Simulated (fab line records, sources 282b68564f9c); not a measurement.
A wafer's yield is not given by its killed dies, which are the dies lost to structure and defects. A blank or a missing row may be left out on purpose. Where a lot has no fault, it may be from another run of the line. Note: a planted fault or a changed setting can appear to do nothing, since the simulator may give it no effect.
Which tool is to blame? / flow rit cmos / Sampling: 14 lots, 42 wafers, 4 of 202 route steps

WHAT THE GAUGES READ, wafer by wafer
RIT_NLDD_TW_MEAS_10. Usual: NLDD_TW 2506, standard deviation 26.
lot=L630; measured=day 3 02:04; on=film metro-01; NLDD_TW=2480 2480 2490; flag=
lot=L631; measured=day 3 08:14; on=film metro-03; NLDD_TW=2518 2525 2508; flag=
lot=L632; measured=day 3 14:44; on=film metro-04; NLDD_TW=2484 2472 2468; flag=
lot=L633; measured=day 3 21:54; on=film metro-04; NLDD_TW=2468 2477 2486; flag=
lot=L634; measured=day 4 00:23; on=film metro-03; NLDD_TW=2527 2535 2532; flag=
lot=L635; measured=day 4 06:13; on=film metro-03; NLDD_TW=2524 2517 2520; flag=
lot=L636; measured=day 4 09:59; on=film metro-01; NLDD_TW=2494 2478 2484; flag=
lot=L637; measured=day 4 11:51; on=film metro-04; NLDD_TW=2483 2496 2488; flag=
lot=L638; measured=day 4 21:49; on=film metro-04; NLDD_TW=2501 2486 2492; flag=
lot=L639; measured=day 5 02:25; on=film metro-01; NLDD_TW=2486 2481 2492; flag=
lot=L640; measured=day 5 07:46; on=film metro-01; NLDD_TW=2495 2479 2478; flag=
lot=L646; measured=day 6 20:12; on=film metro-01; NLDD_TW=2328 2337 2336; flag=OFF
lot=L649; measured=day 7 11:48; on=film metro-03; NLDD_TW=2400 2398 2396; flag=OFF
lot=L651; measured=day 8 07:52; on=film metro-04; NLDD_TW=2500 2496 2495; flag=

RIT_SDANNEAL_RS_MEAS_07: the measuring method here is four-point-probe. Usual: NLDD_RS 151.6 ohm/sq, standard deviation 0.52.
lot=L630; measured=day 3 10:56; on=film metro-03; NLDD_RS (ohm/sq)=150.9 151.2 151.1; flag=
lot=L631; measured=day 3 16:17; on=film metro-03; NLDD_RS (ohm/sq)=151.2 151.1 150.8; flag=
lot=L632; measured=day 3 22:21; on=film metro-01; NLDD_RS (ohm/sq)=152.0 152.0 151.8; flag=
lot=L633; measured=day 4 05:52; on=film metro-01; NLDD_RS (ohm/sq)=151.2 150.9 150.8; flag=
lot=L634; measured=day 4 08:16; on=film metro-01; NLDD_RS (ohm/sq)=151.8 151.7 152.2; flag=
lot=L635; measured=day 4 14:14; on=film metro-03; NLDD_RS (ohm/sq)=151.5 152.0 151.4; flag=
lot=L636; measured=day 4 17:56; on=film metro-01; NLDD_RS (ohm/sq)=151.5 152.2 152.0; flag=
lot=L637; measured=day 4 20:26; on=film metro-01; NLDD_RS (ohm/sq)=150.8 151.0 150.8; flag=
lot=L638; measured=day 5 05:41; on=film metro-04; NLDD_RS (ohm/sq)=150.9 151.1 151.6; flag=
lot=L639; measured=day 5 11:00; on=film metro-04; NLDD_RS (ohm/sq)=152.1 151.5 151.4; flag=
lot=L640; measured=day 5 16:20; on=film metro-01; NLDD_RS (ohm/sq)=152.2 151.6 152.2; flag=
lot=L646; measured=day 7 04:13; on=film metro-01; NLDD_RS (ohm/sq)=154.7 155.2 154.9; flag=OFF
lot=L649; measured=day 7 22:15; on=film metro-01; NLDD_RS (ohm/sq)=154.8 155.6 155.1; flag=OFF
lot=L651; measured=day 8 16:16; on=film metro-01; NLDD_RS (ohm/sq)=151.2 151.3 151.5; flag=

TOOL THAT RAN EACH LOT (tool first, then ch and the chambers of the sampled wafers, then the start)
lot=L630; RIT_GATE_ETCH_19=rie si-01 ch 1,3, day 2 20:32; RIT_NLDD_IMPLANT_08=implanter-02 ch 0, day 3 01:45
lot=L631; RIT_GATE_ETCH_19=rie si-02 ch 2,3, day 3 01:53; RIT_NLDD_IMPLANT_08=implanter-01 ch 0, day 3 07:56
lot=L632; RIT_GATE_ETCH_19=rie si-01 ch 1,2,3, day 3 09:36; RIT_NLDD_IMPLANT_08=implanter-01 ch 0, day 3 14:25
lot=L633; RIT_GATE_ETCH_19=rie si-02 ch 0,2, day 3 15:28; RIT_NLDD_IMPLANT_08=implanter-02 ch 0, day 3 21:35
lot=L634; RIT_GATE_ETCH_19=rie si-01 ch 0,2,3, day 3 17:46; RIT_NLDD_IMPLANT_08=implanter-01 ch 0, day 4 00:04
lot=L635; RIT_GATE_ETCH_19=rie si-02 ch 0,3, day 3 23:31; RIT_NLDD_IMPLANT_08=implanter-01 ch 0, day 4 05:53
lot=L636; RIT_GATE_ETCH_19=rie si-01 ch 0,2, day 4 04:30; RIT_NLDD_IMPLANT_08=implanter-01 ch 0, day 4 09:41
lot=L637; RIT_GATE_ETCH_19=rie si-02 ch 0,2, day 4 06:15; RIT_NLDD_IMPLANT_08=implanter-01 ch 0, day 4 11:32
lot=L638; RIT_GATE_ETCH_19=rie si-01 ch 2,3, day 4 16:24; RIT_NLDD_IMPLANT_08=implanter-02 ch 0, day 4 21:31
lot=L639; RIT_GATE_ETCH_19=rie si-02 ch 0,3, day 4 20:47; RIT_NLDD_IMPLANT_08=implanter-01 ch 0, day 5 02:07
lot=L640; RIT_GATE_ETCH_19=rie si-01 ch 1,2, day 4 22:53; RIT_NLDD_IMPLANT_08=implanter-02 ch 0, day 5 07:27
lot=L646; RIT_GATE_ETCH_19=rie si-02 ch 2,3, day 6 13:00; RIT_NLDD_IMPLANT_08=implanter-02 ch 0, day 6 19:53
lot=L649; RIT_GATE_ETCH_19=rie si-02 ch 0,1,3, day 7 04:07; RIT_NLDD_IMPLANT_08=implanter-02 ch 0, day 7 11:31
lot=L651; RIT_GATE_ETCH_19=rie si-01 ch 1,2, day 7 23:00; RIT_NLDD_IMPLANT_08=implanter-01 ch 0, day 8 07:32
- RIT_GATE_ETCH_19: etches poly-Si in SF6/CHF3/O2, stops on SiO2, time 165 s, target depth 312.5 nm.
- RIT_NLDD_IMPLANT_08

AS READ BY THE TOOLS THEMSELVES (means over the sampled wafers that have a number; for cases with no such wafer, the mark the record gives instead)
RIT_GATE_ETCH_19. Usual: drypump motor current A 5.8 A, standard deviation 0.52; oes product au 0.852 a.u., standard deviation 0.014; rf fwd power W 159.5 W, standard deviation 0.54; throttle valve pct 10.21 %, standard deviation 0.15.
lot=L630; tool=rie si-01; drypump motor current A (A)=5.8; oes product au (a.u.)=0.859; rf fwd power W (W)=160.3; throttle valve pct (%)=10.22; flag=
lot=L631; tool=rie si-02; drypump motor current A (A)=5.7; oes product au (a.u.)=0.844; rf fwd power W (W)=160.0; throttle valve pct (%)=10.10; flag=
lot=L632; tool=rie si-01; drypump motor current A (A)=5.9; oes product au (a.u.)=0.837; rf fwd power W (W)=159.4; throttle valve pct (%)=10.27; flag=
lot=L633; tool=rie si-02; drypump motor current A (A)=5.3; oes product au (a.u.)=0.849; rf fwd power W (W)=159.7; throttle valve pct (%)=9.99; flag=
lot=L634; tool=rie si-01; drypump motor current A (A)=5.8; oes product au (a.u.)=0.848; rf fwd power W (W)=159.3; throttle valve pct (%)=10.30; flag=
lot=L635; tool=rie si-02; drypump motor current A (A)=6.2; oes product au (a.u.)=0.843; rf fwd power W (W)=159.7; throttle valve pct (%)=10.13; flag=
lot=L636; tool=rie si-01; drypump motor current A (A)=5.8; oes product au (a.u.)=0.848; rf fwd power W (W)=159.3; throttle valve pct (%)=10.39; flag=
lot=L637; tool=rie si-02; drypump motor current A (A)=5.9; oes product au (a.u.)=0.850; rf fwd power W (W)=159.5; throttle valve pct (%)=10.03; flag=
lot=L638; tool=rie si-01; drypump motor current A (A)=6.0; oes product au (a.u.)=0.841; rf fwd power W (W)=159.3; throttle valve pct (%)=10.31; flag=
lot=L639; tool=rie si-02; drypump motor current A (A)=6.3; oes product au (a.u.)=0.831; rf fwd power W (W)=158.3; throttle valve pct (%)=10.11; flag=
lot=L640; tool=rie si-01; drypump motor current A (A)=6.0; oes product au (a.u.)=0.849; rf fwd power W (W)=159.1; throttle valve pct (%)=10.35; flag=
lot=L646; tool=rie si-02; drypump motor current A (A)=5.7; oes product au (a.u.)=0.857; rf fwd power W (W)=159.3; throttle valve pct (%)=10.11; flag=
lot=L649; tool=rie si-02; drypump motor current A (A)=6.2; oes product au (a.u.)=0.858; rf fwd power W (W)=159.1; throttle valve pct (%)=10.17; flag=
lot=L651; tool=rie si-01; drypump motor current A (A)=5.8; oes product au (a.u.)=0.856; rf fwd power W (W)=159.5; throttle valve pct (%)=10.33; flag=

RIT_NLDD_IMPLANT_08. Usual: beam energy keV 20.001, standard deviation 0.0055.
lot=L630; tool=implanter-02; beam energy keV=20.002; flag=
lot=L631; tool=implanter-01; beam energy keV=20.002; flag=
lot=L632; tool=implanter-01; beam energy keV=20.006; flag=
lot=L633; tool=implanter-02; beam energy keV=20.005; flag=
lot=L634; tool=implanter-01; beam energy keV=19.997; flag=
lot=L635; tool=implanter-01; beam energy keV=20.002; flag=
lot=L636; tool=implanter-01; beam energy keV=20.000; flag=
lot=L637; tool=implanter-01; beam energy keV=19.999; flag=
lot=L638; tool=implanter-02; beam energy keV=20.002; flag=
lot=L639; tool=implanter-01; beam energy keV=19.998; flag=
lot=L640; tool=implanter-02; beam energy keV=19.998; flag=
lot=L646; tool=implanter-02; beam energy keV=16.401; flag=OFF
lot=L649; tool=implanter-02; beam energy keV=16.397; flag=OFF
lot=L651; tool=implanter-01; beam energy keV=19.988; flag=

THE ANSWER, worked out from the rows above alone
Rule: lot off if the mean of its wafers having a number is beyond 3 standard deviations from the usual mean. Also off: a lot with no number at a reading for which 4 or more lots have one. The other lots that the step has rows for count as sound. The gauges are gone through in route order, then the tools' own readings, and for those a lot's mean is taken as printed above. The first step at which some lot is off is used, and at that step the reading that is off furthest; a lot without a number counts as furthest.
Off: at RIT_NLDD_TW_MEAS_10 (NLDD_TW), L646, L649.
A tool fits if, at a process step before that reading, it ran every lot that is off, and no sound lot after the first of them. Not tried: the gauges at RIT_NLDD_TW_MEAS_10; whatever is off there is also off at RIT_NLDD_IMPLANT_08, on other tools, and gauge error can't account for it. Can't be told from this: 2 tools fit, rie si-02 at RIT_GATE_ETCH_19, implanter-02 at RIT_NLDD_IMPLANT_08.

WHAT HAD BEEN PUT IN BY THE SIMULATOR
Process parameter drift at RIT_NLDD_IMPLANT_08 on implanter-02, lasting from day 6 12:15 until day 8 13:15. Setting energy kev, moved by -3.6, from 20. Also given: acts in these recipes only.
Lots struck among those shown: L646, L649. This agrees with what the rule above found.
